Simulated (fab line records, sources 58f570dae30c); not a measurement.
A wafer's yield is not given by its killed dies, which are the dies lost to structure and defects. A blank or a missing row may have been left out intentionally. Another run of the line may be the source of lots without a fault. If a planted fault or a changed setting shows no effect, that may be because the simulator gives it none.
A struck lot beside a sound one / flow berkeley cmos170 / 24 steps out of a route of 331
Sound: these wafers, L674.2, L674.5, L674.6. Wafers struck: L686.2, L686.5, L686.6. Last of all comes the cause.
For every step that has rows: the tool of each side, followed by ch and its chambers, followed by its first start. Under that, the readings that differ: sound wafers / struck wafers / difference of the means / sigmas: that difference in standard deviations of wafers without a fault.
alike: readings with means less than 2 such deviations apart, plus words and numbers identical on both sides. not compared: withheld readings, readings lacking a value on some wafer, bounds such as >300 that could conceal the same value, and numbers that have no deviation in the record and whose values overlap.
Wherever a step has rows on one side only, a row that says differs or no value, or a row with sigmas, the two part there. Numbers that don't overlap but have no deviation are shown without sigmas and don't part them. A reading that every wafer of one side lacks parts them only if that side has two wafers or more.

UCB170_NWELL_ETCH_13: etches Si3N4 in CH3F/Ar/O2, stops on SiO2, target depth 246.4 nm, time 154 s.
  sound on rie diel-01 ch 1,2,3, day 2 12:58; struck on rie diel-03 ch 0,1,2, day 5 05:58
reading=oes product au (a.u.); sound=0.911 0.931 0.920; struck=0.953 0.952 0.950; difference=+0.031; sigmas=+2
  alike: O2_flow_sccm, drypump motor current A, throttle valve pct
  not compared: rf hours counter h
next, for these wafers, 1 step has no rows: UCB170_NWELL_IMPLANT_14.
UCB170_NWELL_STRIP_15: strips in O2.
  sound on plasma asher-04 ch 0,1, day 2 13:13; struck on plasma asher-04 ch 0,1, day 5 06:13
  alike: drypump motor current A, oes product au, strip time to endpoint s
  not compared: rf hours counter h
UCB170_NWELL_TW_MEAS_16:
  sound: film metro-02 at day 2 13:20; struck: film metro-02 at day 5 06:19
  alike: NWELL_TW
then, 6 steps without rows for these wafers: UCB170_NWELL_CLEAN_17 (cleans in SPM, time 600 s); UCB170_NWELL_WET_ETCH_18 (etches Si3N4 in H3PO4, time 14400 s); UCB170_NWELL_WET_ETCH_19 (etches SiO2 in BOE, time 22 s); UCB170_PWELL_CLEAN_00 (cleans in SPM, time 600 s); UCB170_PWELL_CLEAN_01 (cleans in dHF, time 60 s); UCB170_PWELL_OXIDATION_02 (target thk 26.4 nm, ox time 1260 s).
UCB170_PWELL_THK_MEAS_03:
  sound: film metro-02 at day 3 03:02; struck: film metro-03 at day 5 16:32
  alike: PWELL_OXIDE_THK
then, 1 step without rows for these wafers: UCB170_PWELL_ANNEAL_04 (time 900 s).
UCB170_PWELL_CVD_05: deposits Si3N4 from SiH2Cl2/NH3, target thk 220 nm, time 3300 s.
  sound on lpcvd-02 ch 1, day 3 09:31; struck on lpcvd-01 ch 0, day 5 21:52
reading=model.Si3N4_of_PWELL_CVD_05.thk nm (nm); sound=220.2 219.9 220.2; struck=412.5 412.7 411.4; difference=+192.1; sigmas=
  alike: zone power source pct
UCB170_PWELL_THK_MEAS_06:
  sound: film metro-03 at day 3 11:26; struck: film metro-04 at day 5 23:47
reading=PWELL_NITRIDE_THK (nm); sound=220.3 219.8 220.2; struck=412.5 413.0 410.9; difference=+192.0; sigmas=+99 or more
then, 6 steps without rows for these wafers: UCB170_PWELL_HMDS_07 (prime time 60 s); UCB170_PWELL_COAT_08 (resist thk 900 nm); UCB170_PWELL_SOFTBAKE_09 (time 60 s); UCB170_PWELL_EXPOSE_10 (exposes mask PWELL, target cd 3000 nm); UCB170_PWELL_PEB_11; UCB170_PWELL_DEVELOP_12 (develop time 45 s).
UCB170_PWELL_OVL_MEAS_13:
  sound: overlay-02 at day 3 12:44; struck: overlay-01 at day 6 01:11
  alike: PWELL_OVL
UCB170_PWELL_ETCH_14: etches Si3N4 in CH3F/Ar/O2, stops on SiO2, target depth 242 nm, time 151 s.
  sound on rie diel-01 ch 0,1,3, day 3 12:46; struck on rie diel-02 ch 1,2, day 6 01:13
reading=oes product au (a.u.); sound=0.916 0.938 0.941; struck=0.992 0.962 1.008; difference=+0.056; sigmas=+4
reading=model.etch.depth nm (nm); sound=220.2 219.9 220.2; struck=246.2 236.5 248.8; difference=+23.7; sigmas=
  alike: O2_flow_sccm, drypump motor current A, throttle valve pct
  not compared: rf hours counter h
next, for these wafers, 1 step has no rows: UCB170_PWELL_IMPLANT_15.
-- the record jumps here: 6 days lie between the struck wafers' starts before and after (it left off in module PWELL and takes up again in module M3, whose first step shown is number 331 of the route) --
UCB170_M3_PROBE_99:
  record: rows for the struck wafers here (prober-02, day 12 09:35), none for the sound ones

== WHERE THEY PART ==
First at UCB170_NWELL_ETCH_13; last, within this record, at UCB170_M3_PROBE_99.

WHY: whatever the simulator had introduced
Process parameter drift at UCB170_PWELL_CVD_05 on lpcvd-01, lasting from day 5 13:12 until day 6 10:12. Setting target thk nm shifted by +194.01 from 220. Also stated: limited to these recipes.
